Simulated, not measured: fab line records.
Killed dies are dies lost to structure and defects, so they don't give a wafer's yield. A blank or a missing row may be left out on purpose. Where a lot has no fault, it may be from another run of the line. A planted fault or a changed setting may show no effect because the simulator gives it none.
Which of the tools did it? / flow berkeley cmos170 / Sampling: 6 lots, 18 wafers, 2 of 331 route steps

WHAT THE GAUGES SHOWED, per wafer
UCB170_NWELL_OVL_MEAS_12.
lot=L887; measured=day 3 01:15; on=overlay-02; NWELL_OVL (nm)=-1 0 1
lot=L889; measured=day 3 09:05; on=overlay-01; NWELL_OVL (nm)=-1 -3 -3
lot=L892; measured=day 3 22:47; on=overlay-02; NWELL_OVL (nm)=-2 -3 -2
lot=L894; measured=day 4 13:29; on=overlay-02; NWELL_OVL (nm)=2 -1 -2
lot=L903; measured=day 6 04:31; on=overlay-01; NWELL_OVL (nm)=0 -5 -4
lot=L905; measured=day 6 16:14; on=overlay-02; NWELL_OVL (nm)=1 -3 2

WHICH TOOL RAN EACH LOT (tool, then ch and the chambers of the sampled wafers, then the start)
lot=L887; UCB170_NWELL_EXPOSE_09=krf scanner-02 ch 0, day 3 00:52
lot=L889; UCB170_NWELL_EXPOSE_09=krf scanner-02 ch 0, day 3 08:11
lot=L892; UCB170_NWELL_EXPOSE_09=krf scanner-02 ch 0, day 3 21:37
lot=L894; UCB170_NWELL_EXPOSE_09=krf scanner-02 ch 0, day 4 13:06
lot=L903; UCB170_NWELL_EXPOSE_09=krf scanner-02 ch 0, day 6 04:06
lot=L905; UCB170_NWELL_EXPOSE_09=krf scanner-01 ch 0, day 6 15:41
- UCB170_NWELL_EXPOSE_09: exposes mask NWELL, target cd 3000 nm.

THE ANSWER, worked out from the rows above alone
Rule: usual is defined by the lots themselves. Put in order of their means at a reading, lots are off if they are a third of the lots or fewer, leave a main group of 4 or more, and stand apart from it by a gap of 3 or more times the standard deviation of the main group's means; of several such gaps the widest counts. A main group whose means are all the same, to the digits that the tables above print for the reading, isn't used. A lot without any number at a reading at which 4 lots or more have one is off too. Where the step has rows for the other lots, those lots are counted as sound.
No lot is off on any of the readings shown, so nothing can be concluded from this.

WHAT THE SIMULATOR HAD INSERTED
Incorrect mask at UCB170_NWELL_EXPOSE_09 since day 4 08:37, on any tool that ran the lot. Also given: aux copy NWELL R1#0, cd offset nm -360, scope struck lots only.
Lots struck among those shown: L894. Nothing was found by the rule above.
